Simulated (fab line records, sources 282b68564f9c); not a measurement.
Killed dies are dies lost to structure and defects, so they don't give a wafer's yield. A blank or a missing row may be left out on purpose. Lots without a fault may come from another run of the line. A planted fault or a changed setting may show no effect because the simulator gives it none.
fab line records | flow rit_cmos
record lots=6 wafers=18 last_day=7
route steps=202 shown M1@186
lots that met no fault: from a run of the same line without faults
start_h: hours from the record's first day to the start of the lot's first wafer shown | wait_h: hours since the lot's step before | " the same as in the row above | L1.1+2: a row that stands for several wafers | - no value, or no start given | * or withheld: withheld | < > ~ a bound
route shown NAME@n: a module of which the file shows steps, and the number in the route of the first | usual: mean/standard deviation of fault-free wafers | same: alike in all rows | chamber/n: place in a boat | sites: the reading at each site | _std_site: their standard deviation | _edge_site: outer sites' mean less inner sites' | radius_mm: how far each site lies from the wafer's centre | mask NAME#n: copy n | behind: the tool/chamber that last shaped the wafer | hold: why the lot was held/for how many hours/how that ended | device: the transistor (n, p or np) that didn't switch | end of line: the same wafers' tests at the end of the route | a step without rows: its recipe alone | killed: dies lost to structure and defects at the first sort, not the wafer's yield | map: a wafer's dies, x killed, . not, _ none there
set.NAME: the setting as run; set.NAME@STEP: as run at that earlier step | model.NAME: the simulator's own value behind a step, which no gauge read
lots at some steps of the route; a table a step, a row a wafer
services: from which hour (start_h, from the record's first day; less than 0 if before it) a tool's chamber was out of use, for how many hours, and why
## steps
# step RIT_M1_THK_MEAS_02
# recipe thk_meas_gauge=xrf reads=Al_of_M1_SPUTTER_00
# usual M1_AL_THK=399/4.5
# columns lot.wafer tool chamber start_h wait_h M1_AL_THK[nm]
L188.3 film_metro-04 - 54.49 0.1 399
L188.4 " - " " 399
L188.6 " - " " 400
L195.3 film_metro-02 - 88.87 0.1 402
L195.4 " - " " 400
L195.5 " - " " 397
L203.1 film_metro-04 - 127.28 0.1 401
L203.2 " - " " 401
L203.5 " - " " 400
L206.1 film_metro-01 - 144.41 0.1 400
L206.5 " - " " 396
L206.6 " - " " 394
L208.1 film_metro-04 - 154.20 0.1 411
L208.2 " - " " 410
L208.6 " - " " 412
L211.1 film_metro-02 - 169.27 0.1 399
L211.2 " - " " 407
L211.6 " - " " 406
# step RIT_M1_HMDS_03
# recipe prime_time_s=60 prime_temp_c=140
# step RIT_M1_COAT_04
# recipe resist=NOVOLAK spin_rpm=2000 resist_thk_nm=1300
# step RIT_M1_SOFTBAKE_05
# recipe resist=NOVOLAK temp_c=90 time_s=60
# step RIT_M1_EXPOSE_06
# recipe mask_id=M12 na=0.6 source_shape=conventional sigma_outer=0.5 target_cd_nm=2600 dose_mj=250
# step RIT_M1_PEB_07
# recipe resist=NOVOLAK temp_c=withheld time_s=withheld
# step RIT_M1_DEVELOP_08
# recipe resist=NOVOLAK develop_time_s=68 dev_temp_c=23
# step RIT_M1_CD_MEAS_09
# recipe target_cd_nm=2600
# usual cd_nm=2601.0/2.1
# columns lot.wafer tool chamber start_h wait_h cd_nm
L188.3 cd_sem-01 - 55.58 - 2601.3
L188.4 " - " " 2601.6
L188.6 " - " " 2604.4
L195.3 cd_sem-01 - 89.83 - 2601.5
L195.4 " - " " 2601.1
L195.5 " - " " 2598.1
L203.1 cd_sem-01 - 128.34 - 2601.0
L203.2 " - " " 2597.6
L203.5 " - " " 2600.1
L206.1 cd_sem-01 - 145.35 - 2599.9
L206.5 " - " " 2600.3
L206.6 " - " " 2601.5
L208.1 cd_sem-02 - 155.26 - 2600.1
L208.2 " - " " 2603.1
L208.6 " - " " 2602.0
L211.1 cd_sem-01 - 170.35 - 2602.9
L211.2 " - " " 2601.3
L211.6 " - " " 2601.0
# step RIT_M1_OVL_MEAS_10
# usual M1_OVL=-0.1/1.5
# columns lot.wafer tool chamber start_h wait_h M1_OVL[nm]
L188.3 overlay-02 - 55.67 0.1 1.1
L188.4 " - " " 1.2
L188.6 " - " " -0.2
L195.3 overlay-02 - 89.92 0.1 0.9
L195.4 " - " " 0.0
L195.5 " - " " 0.9
L203.1 overlay-02 - 128.46 0.1 1.2
L203.2 " - " " 1.0
L203.5 " - " " 1.1
L206.1 overlay-02 - 145.47 0.1 1.4
L206.5 " - " " -0.3
L206.6 " - " " 0.2
L208.1 overlay-01 - 155.38 0.1 -3.5
L208.2 " - " " -2.1
L208.6 " - " " -2.9
L211.1 overlay-01 - 170.47 0.1 2.0
L211.2 " - " " 4.4
L211.6 " - " " 1.8
# step RIT_M1_HARDBAKE_11
# recipe resist=NOVOLAK temp_c=140 time_s=120
# step RIT_M1_METAL_ETCH_12
# recipe stop_on=SiO2 chemistry=Cl2/BCl3 target=Al time_s=165 over_etch_frac=0.5 pressure_mtorr=100 target_depth_a=6000 rf_w=250 Cl2_flow_sccm=60 bcl3_flow_sccm=50
# usual drypump_motor_current_A=5.6/0.61 oes_product_au=0.769/0.01 throttle_valve_pct=8.32/0.067
# columns lot.wafer tool chamber start_h wait_h drypump_motor_current_A oes_product_au rf_hours_counter_h throttle_valve_pct
L188.3 rie_metal-04 1 56.00 0.2 5.1 0.762 - 8.32
L188.4 " 0 " " 5.3 0.786 - 8.43
L188.6 " 1 " " 5.1 0.770 - 8.33
L195.3 rie_metal-02 1 90.25 0.2 5.5 0.754 - 8.24
L195.4 " 0 " " 5.1 0.780 - 8.27
L195.5 " 1 " " 5.5 0.760 - 8.26
L203.1 rie_metal-04 1 128.75 0.2 5.1 0.767 3.1 8.31
L203.2 " 0 " " 5.3 0.773 7.4 8.44
L203.5 " 0 " " 5.3 0.777 - 8.43
L206.1 rie_metal-01 1 145.76 0.2 6.7 0.771 1.5 8.27
L206.5 " 1 " " 6.7 0.768 - 8.26
L206.6 " 0 " " 6.3 0.767 - 8.32
L208.1 rie_metal-04 1 155.67 0.2 5.0 0.774 3.4 8.32
L208.2 " 0 " " 5.4 0.793 7.7 8.43
L208.6 " 1 " " 5.1 0.774 - 8.33
L211.1 rie_metal-04 0 170.75 0.2 5.3 0.785 7.9 8.44
L211.2 " 1 " " 5.1 0.770 3.6 8.31
L211.6 " 0 " " 5.3 0.786 - 8.44
# step RIT_M1_STRIP_13
# recipe chemistry=nmp resist=NOVOLAK temp_c=80 time_s=600 dry=n2_spin
# step RIT_M1_STRIP_14
# recipe chemistry=O2 time_s=180 platen_temp_c=withheld power_w=500 pressure_mtorr=4000 o2_flow_sccm=4000
# usual drypump_motor_current_A=5.6/0.33 o2_flow_sccm=4001/11 run_length_s=208.3/0.41
# columns lot.wafer tool chamber start_h wait_h drypump_motor_current_A o2_flow_sccm rf_hours_counter_h run_length_s
L188.3 plasma_asher-02 0 56.34 0.1 5.1 3982 - 208.7
L188.4 " 1 " " 5.9 4004 - 208.4
L188.6 " 1 " " 6.0 3998 - 208.3
L195.3 plasma_asher-03 1 90.59 0.1 5.4 4016 - 207.9
L195.4 " 0 " " 6.1 3995 - 208.5
L195.5 " 1 " " 5.4 4029 - 207.7
L203.1 plasma_asher-03 0 129.09 0.0 6.0 4017 1 188.3
L203.2 " 1 " " 5.4 3994 1 207.6
L203.5 " 0 " " 6.0 3984 - 188.5
L206.1 plasma_asher-03 1 146.11 0.0 5.4 4010 3 207.7
L206.5 " 0 " " 6.1 4008 - 188.7
L206.6 " 1 " " 5.4 3988 - 208.0
L208.1 plasma_asher-02 0 156.01 0.0 5.1 4017 39 208.5
L208.2 " 1 " " 5.9 4008 39 208.5
L208.6 " 1 " " 5.9 3991 - 208.6
L211.1 plasma_asher-04 0 171.09 0.0 5.5 4009 54 208.4
L211.2 " 1 " " 5.8 4001 54 208.6
L211.6 " 0 " " 5.5 4014 - 208.2
# step RIT_M1_CD_MEAS_90
# recipe target_cd_nm=2600
# usual cd_nm=2602.0/2.6
# columns lot.wafer tool chamber start_h wait_h cd_nm
L188.3 cd_sem-01 - 56.50 0.1 2601.8
L188.4 " - " " 2601.7
L188.6 " - " " 2606.6
L195.3 cd_sem-01 - 90.75 0.1 2605.0
L195.4 " - " " 2600.7
L195.5 " - " " 2600.1
L203.1 cd_sem-01 - 129.26 0.1 2602.1
L203.2 " - " " 2596.3
L203.5 " - " " 2599.8
L206.1 cd_sem-01 - 146.29 0.1 2601.7
L206.5 " - " " 2602.2
L206.6 " - " " 2602.3
L208.1 cd_sem-01 - 156.18 0.1 2604.2
L208.2 " - " " 2604.2
L208.6 " - " " 2603.9
L211.1 cd_sem-02 - 171.27 0.1 2604.2
L211.2 " - " " 2605.0
L211.6 " - " " 2601.7
# step RIT_M1_PROBE_99
# usual defect_limited_yield=97.4/1.2 killed_at_contacts=0.1/0.27 killed_at_front_end=7/3.1 killed_dies=7/3.1 killed_open=3.6/2.3 killed_short=3.2/2 sort_bin_3_pad_short=0.1/0.22 sort_bin_5_function=1.5/0.87 sort_bin_6_memory=0.9/0.64 sort_n_pass=257/3.1 sort_yield_pct=97.4/1.2
# same gross_dies=264 killed_at_M0_to_M3=0 killed_at_M4_up=0 killed_at_back_side=0 killed_at_other=0
# columns lot.wafer tool chamber start_h wait_h defect_limited_yield[%] killed_at_contacts killed_at_front_end killed_dies killed_open killed_short sort_bin_3_pad_short[%] sort_bin_5_function[%] sort_bin_6_memory[%] sort_n_pass sort_yield_pct[%]
L188.3 prober-02 - 58.66 0.2 97.3 0 7 7 6 1 0.4 1.5 0.8 257 97.3
L188.4 prober-02 - 58.71 0.2 97.0 0 8 8 3 5 0.8 0.8 1.5 256 97.0
L188.6 prober-02 - 58.81 0.2 95.1 0 13 13 7 6 0.4 3.4 1.1 251 95.1
L195.3 prober-02 - 93.70 0.2 98.1 0 5 5 3 2 0 1.5 0.4 259 98.1
L195.4 prober-02 - 93.75 0.2 99.2 1 1 2 1 1 0 0 0.8 262 99.2
L195.5 prober-02 - 93.80 0.2 98.5 0 4 4 0 4 0.4 0.4 0.8 260 98.5
L203.1 prober-02 - 131.35 0.1 98.1 0 5 5 4 1 0 1.1 0.8 259 98.1
L203.2 prober-02 - 131.40 0.1 97.7 0 6 6 2 4 0 1.5 0.8 258 97.7
L203.5 prober-02 - 131.55 0.2 98.1 1 4 5 2 3 0 0.4 1.5 259 98.1
L206.1 prober-01 - 148.44 0.1 98.9 0 3 3 3 0 0 0.4 0.8 261 98.9
L206.5 prober-01 - 148.64 0.2 96.6 0 9 9 7 2 0 3.0 0.4 255 96.6
L206.6 prober-01 - 148.69 0.2 97.7 0 6 6 3 3 0.4 0.4 1.5 258 97.7
L208.1 prober-01 - 157.92 0.1 97.3 0 7 7 1 6 0 2.3 0.4 257 97.3
L208.2 prober-01 - 157.97 0.1 95.8 0 11 11 8 3 0.4 1.1 2.7 253 95.8
L208.6 prober-01 - 158.17 0.2 97.0 0 8 8 6 2 0.4 1.5 1.1 256 97.0
L211.1 prober-02 - 173.01 0.1 95.5 0 12 12 9 3 0.8 1.9 1.9 252 95.5
L211.2 prober-02 - 173.06 0.1 99.6 0 1 1 0 1 0 0.4 0 263 99.6
L211.6 prober-02 - 173.26 0.2 98.5 0 4 4 2 2 0 0.8 0.8 260 98.5
# killed by level:class
L188.3 GATE:geometric_particle:open=3 SILICIDE:geometric_particle:open=2 FOX2:geometric_particle:open=1 REOX:geometric_particle:short=1
L188.4 SILICIDE:geometric_particle:open=2 SILICIDE:geometric_particle:short=2 FOX2:geometric_particle:open=1 GATE:geometric_particle:short=1 REOX:geometric_particle:short=1 SPACER:geometric_particle:short=1
L188.6 REOX:geometric_particle:open=5 GATE:geometric_particle:short=2 SPACER:geometric_particle:short=2 SILICIDE:geometric_particle:short=2 GATE:geometric_particle:open=1 SPACER:geometric_particle:open=1
L195.3 FOX2:geometric_particle:short=2 FOX1:geometric_particle:open=1 GATE:geometric_particle:open=1 SILICIDE:geometric_particle:open=1
L195.4 GATE:geometric_particle:short=1 CONTACT:geometric_particle:open=1
L195.5 REOX:geometric_particle:short=2 GATE:geometric_particle:short=1 SILICIDE:geometric_particle:short=1
L203.1 SILICIDE:geometric_particle:open=2 FOX1:geometric_particle:short=1 FOX1:geometric_particle:open=1 REOX:geometric_particle:open=1
L203.2 FOX1:geometric_particle:short=3 FOX2:geometric_particle:short=1 FOX2:geometric_particle:open=1 GATE:geometric_particle:open=1
L203.5 GATE:geometric_particle:short=2 GATE:geometric_particle:open=1 SPACER:geometric_particle:short=1 CONTACT:geometric_particle:open=1
L206.1 SPACER:geometric_particle:open=2 FOX1:geometric_particle:open=1
L206.5 SPACER:geometric_particle:open=4 FOX1:geometric_particle:open=1 GATE:geometric_particle:open=1 REOX:geometric_particle:short=1 REOX:geometric_particle:open=1 SPACER:geometric_particle:short=1
L206.6 GATE:geometric_particle:short=3 GATE:geometric_particle:open=2 FOX1:geometric_particle:open=1
L208.1 FOX1:geometric_particle:short=2 GATE:geometric_particle:short=2 FOX1:geometric_particle:open=1 SPACER:geometric_particle:short=1 SILICIDE:geometric_particle:short=1
L208.2 SILICIDE:geometric_particle:open=5 ACTIVE:geometric_particle:open=1 FOX2:geometric_particle:short=1 GATE:geometric_particle:short=1 REOX:geometric_particle:open=1 SPACER:geometric_particle:short=1 SPACER:geometric_particle:open=1
L208.6 SPACER:geometric_particle:open=2 SILICIDE:geometric_particle:open=2 FOX2:geometric_particle:open=1 GATE:geometric_particle:short=1 REOX:geometric_particle:open=1 SILICIDE:geometric_particle:short=1
L211.1 REOX:geometric_particle:open=5 REOX:geometric_particle:short=3 FOX1:geometric_particle:open=2 GATE:geometric_particle:open=2
L211.2 REOX:geometric_particle:short=1
L211.6 FOX1:geometric_particle:short=1 REOX:geometric_particle:open=1 REOX:geometric_particle:short=1 SPACER:geometric_particle:open=1
## services
# columns tool chamber start_h hours kind
rie_metal-02 1 52.50 5.2 repair
plasma_asher-03 - 108.75 9.0 pm
plasma_asher-03 0 108.75 9.0 vent_cycle
plasma_asher-03 1 108.75 9.0 vent_cycle
plasma_asher-03 0 117.75 - clean
plasma_asher-03 1 117.75 - clean
rie_metal-01 - 125.85 0.5 repair
rie_metal-01 - 141.85 2.8 pm
plasma_asher-04 - 165.48 1.2 repair
## key
first_sign step=RIT_M1_STRIP_14 reading=run_length_s direction=down sigmas=48 usual=* struck=*
effect none on later readings
met_at RIT_M1_STRIP_14
struck_wafers L203.1,L203.5,L206.5
onset_between 90.59 129.09
fault kind=process_parameter_drift tool=plasma_asher-03 chamber=0 onset_h=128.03 steps=RIT_M1_STRIP_14 channel=time_s offset=* shape=step end_h=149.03 acts_in=* stated=*
